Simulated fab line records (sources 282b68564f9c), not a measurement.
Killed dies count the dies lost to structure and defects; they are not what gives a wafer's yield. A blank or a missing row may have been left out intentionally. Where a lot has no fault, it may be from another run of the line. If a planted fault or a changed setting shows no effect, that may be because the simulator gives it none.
Struck lot and sound lot, side by side | flow rit-cmos | 28 out of 202 route steps
Sound: these wafers, L559.1, L559.3, L559.5. Struck: wafers L574.1, L574.4, L574.5. The cause is named last.
At each step with rows: each side's tool, then ch and its chambers, then its first start. Under that, the readings that differ: sound wafers | struck wafers | difference of the means | sigmas: that difference in standard deviations of wafers without a fault.
alike: words and numbers the same on both sides, and readings whose means are apart by under 2 such deviations; not compared: readings that were withheld, readings missing a value for some wafer, numbers with overlapping values and no deviation given by the record, and bounds like >300 which may hide the same value.
Wherever a step has rows on one side only, a row that says differs or no value, or a row with sigmas, the two part there. When numbers do not overlap yet have no deviation, they are printed without sigmas and do not part them. Lack of a reading on every wafer of one side parts them only where that side has two or more wafers.

RIT_ACTIVE_BOW_MEAS_00:
  sound on film-metro-03, day 1 15:00; struck on film-metro-03, day 4 18:00
  alike: INCOMING_BOW
RIT_ACTIVE_OXIDATION_01: target thk 46.8 nm, ox time 3360 s.
  sound on furnace-01 ch 0, day 1 17:06; struck on furnace-01 ch 0, day 4 18:25
  reading                                       | sound                | struck               | difference | sigmas
  spike-tc-centre-C (C)                         | 1003.5 1004.1 1002.8 | 1026.2 1028.6 1027.4 | +23.9      | +15
  spike-tc-load-C (C)                           | 1021.8 1022.9 1022.6 | 1047.1 1047.8 1047.9 | +25.2      | +11
  spike-tc-source-C (C)                         | 1021 1022 1022       | 1048 1048 1046       | +26        | +7
  tube-center-temp-C (C)                        | 1000 1000.1 999.89   | 1025.1 1025 1025.1   | +25.1      | +99 or more
  tube_center_temp_C_max                        | 1002.5 1002.5 1003.3 | 1027.2 1027.8 1027.5 | +24.7      | +56
  model.SiO2_of_ACTIVE_OXIDATION_01.thk-nm (nm) | 46.32 46.31 45.93    | 59.88 59.35 60.21    | +13.63     |
RIT_ACTIVE_THK_MEAS_02:
  sound on film-metro-03, day 1 19:02; struck on film-metro-01, day 4 20:21
  reading               | sound          | struck         | difference | sigmas
  ACTIVE_OXIDE_THK (nm) | 46.4 46.4 45.9 | 60.0 59.4 60.2 | +13.6      | +17
then, 1 step without rows for these wafers: RIT_ACTIVE_CVD_03 (deposits Si3N4 from SiH2Cl2/NH3, target thk 150 nm, time 1500 s).
RIT_ACTIVE_THK_MEAS_04:
  sound on film-metro-04, day 1 20:31; struck on film-metro-04, day 4 21:50
  alike: ACTIVE_NITRIDE_THK
then, 6 steps without rows for these wafers: RIT_ACTIVE_HMDS_05 (prime time 60 s); RIT_ACTIVE_COAT_06 (resist thk 1000 nm); RIT_ACTIVE_SOFTBAKE_07 (time 60 s); RIT_ACTIVE_EXPOSE_08 (exposes mask M1, target cd 1400 nm); RIT_ACTIVE_PEB_09; RIT_ACTIVE_DEVELOP_10 (develop time 50 s).
RIT_ACTIVE_CD_MEAS_11 targets a cd of 1400 nm.
  sound on cd-sem-01, day 1 21:32; struck on cd-sem-01, day 4 22:54
  reading    | sound                | struck               | difference | sigmas
  cd-nm (nm) | 1399.3 1396.9 1399.6 | 1402.3 1404.3 1404.4 | +5.1       | +2
then, 1 step without rows for these wafers: RIT_ACTIVE_HARDBAKE_12 (time 60 s).
RIT_ACTIVE_ETCH_13: etches Si3N4 in SF6, stops on SiO2, time 210 s, target depth 210 nm.
  sound on rie-diel-02 ch 0,3, day 1 21:49; struck on rie-diel-02 ch 0,1, day 4 23:10
  alike: SF6_flow_sccm, drypump-motor-current-A, oes-product-au, throttle-valve-pct
  not compared: rf-hours-counter-h
RIT_ACTIVE_STRIP_14: strips in O2, time 180 s.
  sound on plasma-asher-01 ch 0,1, day 1 21:57; struck on plasma-asher-03 ch 0,1, day 4 23:18
  alike: drypump-motor-current-A
  not compared: rf-hours-counter-h
RIT_ACTIVE_CD_MEAS_90 targets a cd of 1400 nm.
  sound on cd-sem-01, day 1 22:07; struck on cd-sem-01, day 4 23:29
  alike: cd-nm
then, 4 steps without rows for these wafers: RIT_ACTIVE_CLEAN_15 (cleans in SC1, time 600 s); RIT_ACTIVE_CLEAN_16 (cleans in dHF, time 30 s); RIT_ACTIVE_CLEAN_17 (cleans in SC2, time 600 s); RIT_FOX1_OXIDATION_00 (target thk 350.7 nm, ox time 1130 s).
RIT_FOX1_THK_MEAS_01:
  sound on film-metro-04, day 2 03:50; struck on film-metro-02, day 5 02:13
  alike: FOX1_OXIDE_THK
then, 2 steps without rows for these wafers: RIT_FOX1_WET_ETCH_02 (etches SiO2 in BOE, target depth 350 nm, time 390 s); RIT_FOX2_OXIDATION_00 (target thk 350.7 nm, ox time 1130 s).
RIT_FOX2_THK_MEAS_01:
  sound on film-metro-04, day 2 05:24; struck on film-metro-01, day 5 03:52
  reading             | sound       | struck      | difference | sigmas
  FOX2_OXIDE_THK (nm) | 343 349 344 | 363 352 362 | +14        | +2
then, 1 step without rows for these wafers: RIT_FOX2_CLEAN_02 (cleans in dHF, time 180 s).
RIT_FOX2_WET_ETCH_03: etches Si3N4 in H3PO4, target depth 195 nm, time 2700 s.
  sound on wet-bench-03 ch 3, day 2 05:31; struck on wet-bench-01 ch 2, day 5 03:59
  reading                                       | sound             | struck           | difference | sigmas
  model.SiO2_of_ACTIVE_OXIDATION_01.thk-nm (nm) | 40.77 40.78 40.46 | 53.19 52.27 53.5 | +12.32     |
  alike: temp-c
RIT_FOX2_THK_MEAS_90:
  sound on film-metro-04, day 2 07:02; struck on film-metro-04, day 5 05:30
  reading                     | sound       | struck      | difference | sigmas
  FIELD_OXIDE_LEFT_1_THK (nm) | 316 322 317 | 335 324 334 | +13        | +2
RIT_M1_PROBE_99:
  sound on prober-01, day 4 08:44; struck on prober-01, day 6 19:46
  reading                             | sound             | struck            | difference | sigmas
  model.etest.pldd.width-nm (nm)      | 3186 3186 3201    | 3005 3025 3000    | -181       |
  model.etest.nldd.width-nm (nm)      | 3184 3157 3189    | 3004 3041 3021    | -155       |
  model.etest.nplus-sal.width-nm (nm) | 3431 3437 3446    | 3352 3372 3372    | -73        |
  model.etest.pplus-sal.width-nm (nm) | 3430 3435 3453    | 3329 3343 3364    | -94        |
  model.etest.nmos_0p3.r-on-ohm-um    | 2118 2092 2090    | 2185 2188 2200    | +91        |
  model.etest.nmos-narrow.drive-ua-um | 232.4 234.8 238.2 | 182.6 193.2 187   | -47.5      |
  model.etest.pmos-narrow.drive-ua-um | 105.8 107.7 109.7 | 87.4 90.57 88.16  | -19.0      |
  model.etest.nmos_0p3.drive-ua-um    | 231.1 234.8 237.4 | 216.6 220.3 219.1 | -15.8      |
  alike: killed-at-contacts, killed-at-front-end, killed-dies, killed-open, killed-short

WHERE THEY PART
Last at RIT_FOX2_THK_MEAS_90 as far as this record goes, first at RIT_ACTIVE_OXIDATION_01. Later steps at which nothing parts them and some readings are alike: RIT_M1_PROBE_99.

WHY: what had been put in by the simulator
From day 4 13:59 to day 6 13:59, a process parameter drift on furnace-01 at RIT_ACTIVE_OXIDATION_01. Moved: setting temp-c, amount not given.
